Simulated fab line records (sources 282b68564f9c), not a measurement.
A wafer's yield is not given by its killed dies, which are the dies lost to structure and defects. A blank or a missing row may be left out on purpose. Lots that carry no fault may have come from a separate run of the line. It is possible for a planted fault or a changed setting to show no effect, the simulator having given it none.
Which tool did it? -- flow rit-cmos -- 45 wafers from 15 lots sampled at 5 of the route's 202 steps

## WHAT THE GAUGES SHOWED, per wafer
RIT_FOX2_THK_MEAS_90.
lot,measured,on,FIELD_OXIDE_LEFT_1_THK (nm)
L210,day 1 19:31,film-metro-03,332 332 324
L211,day 2 00:13,film-metro-03,331 331 329
L212,day 2 08:31,film-metro-02,329 329 324
L213,day 2 15:34,film-metro-03,332 332 331
L214,day 2 22:03,film-metro-03,342 334 336
L215,day 2 22:16,film-metro-02,330 325 329
L217,day 3 07:30,film-metro-03,322 323 320
L218,day 3 11:47,film-metro-03,321 317 313
L219,day 3 18:08,film-metro-02,318 330 323
L221,day 4 03:15,film-metro-01,313 310 311
L226,day 5 04:46,film-metro-02,314 314 316
L228,day 5 13:31,film-metro-02,323 322 324
L230,day 5 23:25,film-metro-01,314 324 325
L231,day 6 05:20,film-metro-03,313 306 309
L233,day 6 14:14,film-metro-01,333 332 330

RIT_NWELL_TW_MEAS_10.
lot,measured,on,NWELL_TW
L210,day 1 21:11,film-metro-04,2126 2133 2135
L211,day 2 01:53,film-metro-01,2115 2124 2117
L212,day 2 10:04,film-metro-03,2139 2158 2152
L213,day 2 17:15,film-metro-01,2127 2126 2122
L214,day 2 23:44,film-metro-04,2135 2124 2139
L215,day 2 23:50,film-metro-01,2120 2123 2123
L217,day 3 09:11,film-metro-04,2150 2143 2156
L218,day 3 13:28,film-metro-04,2155 2145 2142
L219,day 3 19:49,film-metro-01,2118 2119 2114
L221,day 4 04:48,film-metro-01,2129 2137 2134
L226,day 5 06:34,film-metro-03,2165 2164 2150
L228,day 5 15:11,film-metro-01,2122 2128 2120
L230,day 6 01:06,film-metro-03,2158 2158 2160
L231,day 6 07:01,film-metro-01,2119 2115 2110
L233,day 6 15:55,film-metro-04,2140 2147 2137

RIT_NLDD_OVL_MEAS_06.
lot,measured,on,NLDD_OVL (nm)
L210,day 2 23:09,overlay-01,-0.1 -0.9 -1.1
L211,day 3 01:02,overlay-01,-1.0 -1.0 -0.4
L212,day 3 09:05,overlay-01,1.0 1.1 1.9
L213,day 3 15:29,overlay-01,1.0 1.3 -0.5
L214,day 3 22:46,overlay-01,0.8 1.2 1.0
L215,day 4 00:45,overlay-02,0.3 -2.1 -1.1
L217,day 4 05:22,overlay-01,0.4 1.4 1.9
L218,day 4 09:48,overlay-01,-0.4 -0.4 0.4
L219,day 4 16:10,overlay-01,-147.8 -149.3 -150.1
L221,day 5 02:03,overlay-01,-148.1 -149.3 -150.6
L226,day 6 02:26,overlay-01,-152.1 -151.1 -151.4
L228,day 6 12:13,overlay-01,0.7 1.2 0.2
L230,day 6 22:24,overlay-01,-0.1 1.0 1.2
L231,day 7 04:42,overlay-02,0.0 -0.7 -0.5
L233,day 7 12:59,overlay-01,-0.5 1.2 0.5

RIT_PLDD_OVL_MEAS_06.
lot,measured,on,PLDD_OVL (nm)
L210,day 3 00:34,overlay-02,-0.3 -0.6 0.2
L211,day 3 02:27,overlay-02,-0.9 -0.6 -2.7
L212,day 3 10:30,overlay-02,-0.9 -1.6 -1.6
L213,day 3 17:02,overlay-01,0.7 1.5 1.9
L214,day 4 00:11,overlay-01,2.8 3.1 0.6
L215,day 4 02:17,overlay-02,0.8 1.0 2.8
L217,day 4 06:55,overlay-02,1.1 0.8 2.3
L218,day 4 11:28,overlay-01,1.5 1.4 -1.0
L219,day 4 17:43,overlay-01,-0.7 0.6 1.8
L221,day 5 03:36,overlay-02,-1.1 -2.5 -2.4
L226,day 6 03:59,overlay-02,0.4 -0.6 -0.2
L228,day 6 13:46,overlay-01,0.8 0.9 1.0
L230,day 6 23:49,overlay-01,2.3 0.9 2.0
L231,day 7 06:15,overlay-02,-2.2 0.0 -0.1
L233,day 7 14:24,overlay-01,0.2 1.9 1.5

## WHICH TOOL RAN EACH LOT (tool, then ch and the chambers of the sampled wafers, then the start)
lot,RIT_NLDD_EXPOSE_03
L210,"iline-stepper-01 ch 0, day 2 22:47"
L211,"iline-stepper-01 ch 0, day 3 00:38"
L212,"iline-stepper-02 ch 0, day 3 08:35"
L213,"iline-stepper-01 ch 0, day 3 15:05"
L214,"iline-stepper-01 ch 0, day 3 22:23"
L215,"iline-stepper-02 ch 0, day 4 00:22"
L217,"iline-stepper-01 ch 0, day 4 04:47"
L218,"iline-stepper-01 ch 0, day 4 09:24"
L219,"iline-stepper-01 ch 0, day 4 15:47"
L221,"iline-stepper-01 ch 0, day 5 01:40"
L226,"iline-stepper-01 ch 0, day 6 02:03"
L228,"iline-stepper-02 ch 0, day 6 11:34"
L230,"iline-stepper-02 ch 0, day 6 22:01"
L231,"iline-stepper-02 ch 0, day 7 04:20"
L233,"iline-stepper-02 ch 0, day 7 12:35"
- RIT_NLDD_EXPOSE_03: exposes mask M7, target cd 40700 nm.

## AS READ BY THE TOOLS THEMSELVES (means over the sampled wafers that have a number; for cases with no such wafer, the mark the record gives instead)
RIT_NLDD_EXPOSE_03.
lot,tool,reticle-temp-C (C)
L210,iline-stepper-01,22.95
L211,iline-stepper-01,22.91
L212,iline-stepper-02,22.96
L213,iline-stepper-01,22.98
L214,iline-stepper-01,23.00
L215,iline-stepper-02,23.02
L217,iline-stepper-01,22.85
L218,iline-stepper-01,23.05
L219,iline-stepper-01,22.89
L221,iline-stepper-01,22.89
L226,iline-stepper-01,22.91
L228,iline-stepper-02,22.99
L230,iline-stepper-02,23.00
L231,iline-stepper-02,23.02
L233,iline-stepper-02,23.01

## THE ANSWER, worked out from the rows above alone
Rule: the usual values come from the lots themselves. The widest of any qualifying gaps counts: lots, ordered by their means at a reading, are off when they make up no more than a third of the lots, leave a main group of 4 or more, and stand apart from it by 3 or more times the standard deviation of that group's means. A main group is skipped when, at the precision printed for the reading in the tables above, its means are all equal. Also off: a lot with no number at a reading for which 4 or more lots have one. Where the step has rows for the other lots, those lots are counted as sound. The gauges are gone through in route order, then the tools' own readings, and for those a lot's mean is taken as printed above. The first step at which some lot is off is used, and at that step the reading that is off furthest; a lot without a number counts as furthest.
Off: L219, L221, L226, at RIT_NLDD_OVL_MEAS_06 (NLDD_OVL). For the main group the mean is 0.2 nm and the standard deviation 0.78.
A tool fits if, at a process step before that reading, it ran every lot that is off, and no sound lot after the first of them. Gauges at RIT_NLDD_OVL_MEAS_06: tried the same way as those tools. One fits: RIT_NLDD_EXPOSE_03 on iline-stepper-01. A fault onset in the window from L218 (day 4 09:24, its last sound lot) to L219 (day 4 15:47, its first lot off) fits.

## WHAT THE SIMULATOR PUT IN
Scanner matching overlay: iline-stepper-01, from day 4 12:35 on, at RIT_NLDD_EXPOSE_03. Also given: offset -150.
Lots struck among those shown: L219, L221, L226. The rule above reached the same finding.
